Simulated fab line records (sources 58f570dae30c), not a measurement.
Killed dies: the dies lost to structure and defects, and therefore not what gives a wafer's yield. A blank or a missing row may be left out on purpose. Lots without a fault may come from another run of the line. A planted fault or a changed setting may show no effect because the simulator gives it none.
Which of the tools did it? -- flow berkeley-cmos170 -- 15 lots with 45 wafers sampled at 2 steps, on a route of 331 steps

## WHAT EACH GAUGE READ, for each wafer
UCB170_NLDD_OVL_MEAS_07.
lot,measured,on,NLDD_OVL (nm)
L896,day 6 19:49,overlay-01,-10 -7 -9
L897,day 6 20:06,overlay-01,1 -3 1
L898,day 7 09:01,overlay-01,3 4 0
L900,day 7 08:45,overlay-02,-9 -4 2
L901,day 7 16:37,overlay-02,5 -2 2
L903,day 7 16:19,overlay-01,3 5 1
L913,day 10 13:02,overlay-02,-1 3 5
L914,day 11 04:07,overlay-01,-2 -8 -2
L915,day 11 03:21,overlay-02,5 3 4
L916,day 11 04:51,overlay-01,-10 -10 -10
L917,day 11 12:14,overlay-01,-2 3 1
L918,day 11 11:43,overlay-02,4 -4 -6

## WHAT TOOL EACH LOT RAN ON (gives the tool, then ch and the chambers of the sampled wafers, and finally the start)
lot,UCB170_FIELD_WET_ETCH_04
L896,"wet-bench-04 ch 2, day 5 07:31"
L897,"wet-bench-04 ch 3, day 5 07:31"
L898,"wet-bench-03 ch 2, day 5 13:04"
L900,"wet-bench-02 ch 2, day 5 17:08"
L901,"wet-bench-03 ch 0, day 6 06:37"
L903,"wet-bench-03 ch 3, day 6 06:37"
L909,"wet-bench-04 ch 0, day 7 19:50"
L910,"wet-bench-04 ch 1, day 7 19:50"
L911,"wet-bench-03 ch 2, day 8 09:53"
L913,"wet-bench-03 ch 3, day 8 09:53"
L914,"wet-bench-02 ch 1, day 9 11:32"
L915,"wet-bench-02 ch 2, day 9 11:32"
L916,"wet-bench-02 ch 2, day 9 11:32"
L917,"wet-bench-02 ch 1, day 9 23:59"
L918,"wet-bench-02 ch 1, day 9 23:59"
- UCB170_FIELD_WET_ETCH_04: etches SiO2 in dHF, time 60 s.

## WHAT THE TOOLS THEMSELVES READ (means of the sampled wafers that have a number; where no wafer has one, the mark that the record gives instead)
UCB170_FIELD_WET_ETCH_04.
lot,tool,bath-heat-duty-pct (%),run-length-s (s),temp-c (C)
L896,wet-bench-04,5.5,84.4,24.91
L897,wet-bench-04,7.3,87.3,24.95
L898,wet-bench-03,5.5,92.0,24.89
L900,wet-bench-02,5.9,93.0,25.02
L901,wet-bench-03,5.8,86.8,25.06
L903,wet-bench-03,4.5,86.4,25.05
L909,wet-bench-04,-,-,-
L910,wet-bench-04,-,-,-
L911,wet-bench-03,-,-,-
L913,wet-bench-03,5.0,93.0,24.95
L914,wet-bench-02,6.3,86.2,25.10
L915,wet-bench-02,6.2,87.0,25.03
L916,wet-bench-02,5.3,85.8,25.05
L917,wet-bench-02,6.3,86.0,24.92
L918,wet-bench-02,6.4,85.6,25.22

## THE ANSWER, worked out from the rows above alone
Rule: what is usual is taken from the lots themselves. Put in order of their means at a reading, lots are off if they are a third of the lots or fewer, leave a main group of 4 or more, and stand apart from it by a gap of 3 or more times the standard deviation of the main group's means; of several such gaps the widest counts. A main group whose means are all the same, to the digits that the tables above print for the reading, isn't used. Also off: a lot with no number at a reading for which 4 or more lots have one. Any other lot the step has rows for is counted as sound. First the gauges in route order, then the tools' own readings, where a lot's mean is used as printed above. The first step at which some lot is off is used, and at that step the reading that is off furthest; a lot without a number counts as furthest.
Off: L909, L910, L911 (UCB170_FIELD_WET_ETCH_04, bath-heat-duty-pct). Without a number there: L909, L910, L911. Main group: mean 5.8 %, sd 0.71.
If a tool, at that step or one of the process steps before it, ran each lot that is off and ran no sound lot following the first of them, it fits. None of those tried fits.

## WHAT THE SIMULATOR HAD PUT IN
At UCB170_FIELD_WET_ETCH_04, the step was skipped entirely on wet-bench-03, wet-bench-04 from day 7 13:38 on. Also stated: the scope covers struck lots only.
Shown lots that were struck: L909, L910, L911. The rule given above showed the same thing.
